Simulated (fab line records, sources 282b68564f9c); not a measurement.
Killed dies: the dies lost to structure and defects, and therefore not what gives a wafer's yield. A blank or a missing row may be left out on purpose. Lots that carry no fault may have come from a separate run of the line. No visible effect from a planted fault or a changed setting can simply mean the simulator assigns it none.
The same fault as seen by 2 desks / flow rit_cmos / each desk has only its own numbers; what lay behind them comes last

== FROM THE METROLOGY DESK ==
Lot by lot, what the gauges showed, no matter which tool ran the lot: averages of those sampled wafers that carry a number. If a lot's mean is further than 4 standard deviations from the usual mean, the lot is out of limits and carries the mark OUT (the distance appears in the brackets).
Columns: A = SPACER_NITRIDE_THK at RIT_SPACER_THK_MEAS_04, usual 249.4 nm; B = NSD_OVL at RIT_NSD_OVL_MEAS_06, usual 0.4 nm
lot=L122; first seen here=day 3 06:51; A=248.2; B=1.5
lot=L124; first seen here=day 3 13:08; A=247.5; B=1.9
lot=L125; first seen here=day 3 18:32; A=251.0; B=0.6
lot=L126; first seen here=day 3 23:55; A=249.2; B=0.4
lot=L127; first seen here=day 4 06:31; A=250.0; B=0.4
lot=L128; first seen here=day 4 15:34; A=246.7; B=-0.6
lot=L130; first seen here=day 4 23:27; A=247.2; B=1.8
lot=L132; first seen here=day 5 07:59; A=248.2; B=0.5
lot=L134; first seen here=day 5 15:25; A=247.9; B=1.1
lot=L135; first seen here=day 5 19:22; A=247.6; B=1.4
lot=L136; first seen here=day 6 01:31; A=251.8; B=-1.3
lot=L139; first seen here=day 6 15:13; A=249.7; B=1.4
lot=L140; first seen here=day 6 19:56; A=250.8; B=0.4
lot=L142; first seen here=day 7 07:38; A=248.9; B=0.4
lot=L144; first seen here=day 7 16:13; A=249.5; B=0.6
This desk's finding: nothing out of limits on any of the 15 lots.

== AT THE TOOL OWNER'S DESK: plasma_asher-01 ==
The tool's own readings at RIT_M1_STRIP_14 (strips in O2, time 180 s): means of the sampled wafers that have a number, for each lot that ran on this tool. If a lot's mean is further than 4 standard deviations from the usual mean, the lot is out of limits and carries the mark OUT (the distance appears in the brackets).
Columns: A = drypump_motor_current_A at RIT_M1_STRIP_14, usual 5.6 A; B = run_length_s at RIT_M1_STRIP_14, usual 208.2 s
lot=L126; first seen here=day 4 08:44; A=5.7; B=208.1
lot=L128; first seen here=day 5 00:59; A=5.3; B=208.2
lot=L130; first seen here=day 5 08:56; A=5.3; B=208.6
lot=L134; first seen here=day 6 00:49; A=5.7; B=192.0 (-38) OUT
lot=L139; first seen here=day 7 00:44; A=5.7; B=191.9 (-38) OUT
lot=L140; first seen here=day 7 05:17; A=5.7; B=191.9 (-38) OUT
This desk finds L134, L139, L140 out of limits, L134 being first, at day 6 00:49 (run_length_s at RIT_M1_STRIP_14). L126, L128, L130: within limits.

== TAKEN TOGETHER ==
On L134, L139, L140, at day 6 00:49, an alarm was possible from the tool owner's desk.
At the metrology desk, nothing out of limits was observed.
The metrology desk holds a record of L134, L139, L140, inside its limits.
RIT_M1_STRIP_14 was run on plasma_asher-01 by each of the lots named.

== WHAT THE SIMULATOR PUT IN ==
plasma_asher-01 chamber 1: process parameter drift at RIT_M1_STRIP_14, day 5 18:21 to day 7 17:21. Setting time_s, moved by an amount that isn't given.
Struck lots among those shown: L134, L139, L140.
How many hours passed from the start of the fault until each desk's first out-of-limits reading: the tool owner's desk, 6.
